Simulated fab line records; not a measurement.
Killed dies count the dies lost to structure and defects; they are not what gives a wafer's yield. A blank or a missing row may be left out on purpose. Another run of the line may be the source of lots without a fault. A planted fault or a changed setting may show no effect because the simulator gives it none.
8D (eight disciplines) problem report, filled in by code    flow rit-cmos    the parts of the form that need people (team, actions taken, sign-off) are left out

== 1. WHAT IS WRONG ==
At RIT_GATE_ETCH_19, run-length-s averages 211.0 s over 6 wafers from 2 lots, while fault-free wafers read 193.3 s, standard deviation 0.38. That puts it +47 standard deviations away from the usual mean.
The step: etches poly-Si in SF6/CHF3/O2, stops on SiO2, time 165 s, target depth 312.5 nm.
First seen on wafer L888.2, day 5 11:35, on rie-si-01. Wafers with a number at this step in the record: 42, from 14 lots. The rule behind "out" and "out of limits": a value lying over 4 standard deviations away from the usual mean. All remaining wafers that have a number are taken as sound.

== 2. WHAT IT IS; WHAT IT IS NOT ==
question                     is                            is not
which readings at this step  run-length-s, oes-product-au  CHF3_flow_sccm, drypump-motor-current-A, throttle-valve-pct
which lots                   L888, L890                    L874, L875, L876, L878, L879, L880, L881, L882, L887, L889, L891, L897
which wafers of those lots   all that have a number        -
read on which tools          rie-si-01                     rie-si-02
when                         from day 5 11:35              up to then (27 sound wafers); but 9 sound wafers of L889, L891, L897 came after

== 3. THE SUSPECTS, EACH WITH WHAT RULES IT OUT ==
Counting: any tool at a process step up to the reading is kept as a suspect provided that every lot that is out went through it and no sound lot did after the first of them.
- rie-si-01 at RIT_GATE_ETCH_19 (etches poly-Si in SF6/CHF3/O2, stops on SiO2, time 165 s, target depth 312.5 nm): kept. Every lot that is out went through it, starting with L888 (day 5 11:35), and after that it ran no sound lot; the last sound lot it ran before then is L882 (day 4 04:27). Out on those wafers are its own readings of oes-product-au, run-length-s.
After counting, what remains is rie-si-01 at RIT_GATE_ETCH_19.

== 4. THE CAUSE (what the simulator had put in) ==
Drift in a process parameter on rie-si-01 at RIT_GATE_ETCH_19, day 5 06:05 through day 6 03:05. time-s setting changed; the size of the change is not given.
The count eliminated every tool but this one.

== 5. SEQUENCE OF EFFECTS, ordered by route ==
One row per reading whose mean, taken over the struck wafers that have a number, lies over 3 standard deviations from the usual. Only readings for which the record gives a usual standard deviation are gone through. hours: the time from each lot's start at the first step in this table that gives one to its start at this step, as a median over the lots. sigmas: the change in usual standard deviations.
hours  step              reading         usual       on struck wafers  change  sigmas
0      RIT_GATE_ETCH_19  oes-product-au  0.841 a.u.  0.784             -0.057  -5.7
0      RIT_GATE_ETCH_19  run-length-s    193.3 s     211.0             +17.7   +47
The process steps in it:
- RIT_GATE_ETCH_19: etches poly-Si in SF6/CHF3/O2, stops on SiO2, time 165 s, target depth 312.5 nm.

== 6. HOW IT WOULD HAVE BEEN CAUGHT EARLIER ==
The fault began at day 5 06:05; the first out-of-limits reading in this record came at day 5 11:35, 6 hours later.
